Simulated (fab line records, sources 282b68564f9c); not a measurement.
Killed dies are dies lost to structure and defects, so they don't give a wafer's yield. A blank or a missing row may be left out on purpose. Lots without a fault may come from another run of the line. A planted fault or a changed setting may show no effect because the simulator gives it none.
Problem report in the 8D (eight disciplines) form, filled by code | flow rit_cmos | the parts of the form that need people (team, actions taken, sign-off) are left out

1. THE PROBLEM
PSD_TW at RIT_PSD_TW_MEAS_10 reads a mean of 2930 on 6 wafers of 2 lots; wafers without a fault read 3386 with a standard deviation of 23. That is -20 standard deviations from the usual mean.
First seen on wafer L744.2, day 6 09:11, on film_metro-02. The record holds 42 wafers of 14 lots with a number at this step. Rule for "out", or "out of limits": more than 4 standard deviations from the usual mean. The other wafers with a number count as sound.

2. WHAT IT IS AND WHAT IT IS NOT
question                    | is                     | is not
which readings at this step | PSD_TW                 | -
which lots                  | L744, L745             | L728, L729, L730, L731, L733, L734, L736, L740, L746, L747, L749, L750
which wafers of those lots  | all that have a number | -
read on which gauges        | film_metro-02          | film_metro-01, film_metro-03
when                        | from day 6 09:11       | up to then (24 sound wafers); but 12 sound wafers of L746, L747, L749, L750 came after

3. SUSPECTS, AND WHAT RULES EACH OUT
Counting: a tool at a process step up to the reading stays a suspect if it ran every lot that is out and no sound lot after the first of them.
- the gauge at RIT_PSD_TW_MEAS_10: ruled out. All the wafers that are out were read on film_metro-02, but those of them that RIT_PSD_IMPLANT_08 has rows for are out there too, on other tools.
- plasma_asher-04 at RIT_NLDD_STRIP_09 (strips in O2, time 180 s): kept. It ran every lot that is out, first L744 (day 6 01:59), and no sound lot after that; its last sound lot up to then is L729 (day 2 22:14).
- implanter-03 at RIT_PSD_IMPLANT_08: kept. It ran every lot that is out, first L744 (day 6 08:53), and no sound lot after that; its last sound lot up to then is L736 (day 4 17:32). Its own readings are out on those wafers: dose_ions_cm2, faraday_current_uA.
Left after counting: plasma_asher-04 at RIT_NLDD_STRIP_09, implanter-03 at RIT_PSD_IMPLANT_08.

4. THE CAUSE (what the simulator had put in)
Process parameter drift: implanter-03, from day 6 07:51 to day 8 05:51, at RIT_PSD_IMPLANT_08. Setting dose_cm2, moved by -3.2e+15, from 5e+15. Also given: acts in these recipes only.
Counting left 2 suspects, and this tool is among them.

5. THE CHAIN OF EFFECTS, in route order
Each row: a reading whose mean over the struck wafers that have a number lies more than 3 standard deviations from the usual. Only readings for which the record gives a usual standard deviation are gone through. hours: the time from each lot's start at the first step in this table that gives one to its start at this step, as a median over the lots. sigmas: the change in usual standard deviations.
hours | step                    | reading                   | usual         | on struck wafers | change     | sigmas
0     | RIT_PSD_IMPLANT_08      | dose_ions_cm2             | 5.001e+15     | 1.801e+15        | -3.200e+15 | -99 or more
0     | RIT_PSD_IMPLANT_08      | end_station_pressure_torr | 1.48e-05 Torr | 9.72e-06         | -5.08e-06  | -4.2
0     | RIT_PSD_IMPLANT_08      | faraday_current_uA        | 12413         | 5677             | -6736      | -7.6
0     | RIT_PSD_TW_MEAS_10      | PSD_TW                    | 3386          | 2930             | -456       | -20
1     | RIT_SDANNEAL_RS_MEAS_04 | PSD_RS                    | 115.9 ohm/sq  | 131.1            | +15.2      | +51
The process steps in it:
- RIT_PSD_IMPLANT_08
Later measuring or inspecting steps at which every struck wafer that the step has a row for has a number for every such reading, and none has moved that far: RIT_SDANNEAL_RS_MEAS_06.

6. WHAT WOULD HAVE CAUGHT IT SOONER
In this record the first reading out of limits at a measuring or inspecting step was taken at day 6 09:11, 1 hour after the fault began at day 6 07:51.
The tool's own readings at RIT_PSD_IMPLANT_08 were out on every struck wafer that the step has a row for (dose_ions_cm2, faraday_current_uA): an alarm limit on them would have fired on the first of those.
Of the lots that are out (2), L745 began RIT_PSD_IMPLANT_08 on implanter-03 after day 6 09:11. A hold on the tool at that time would have spared it.
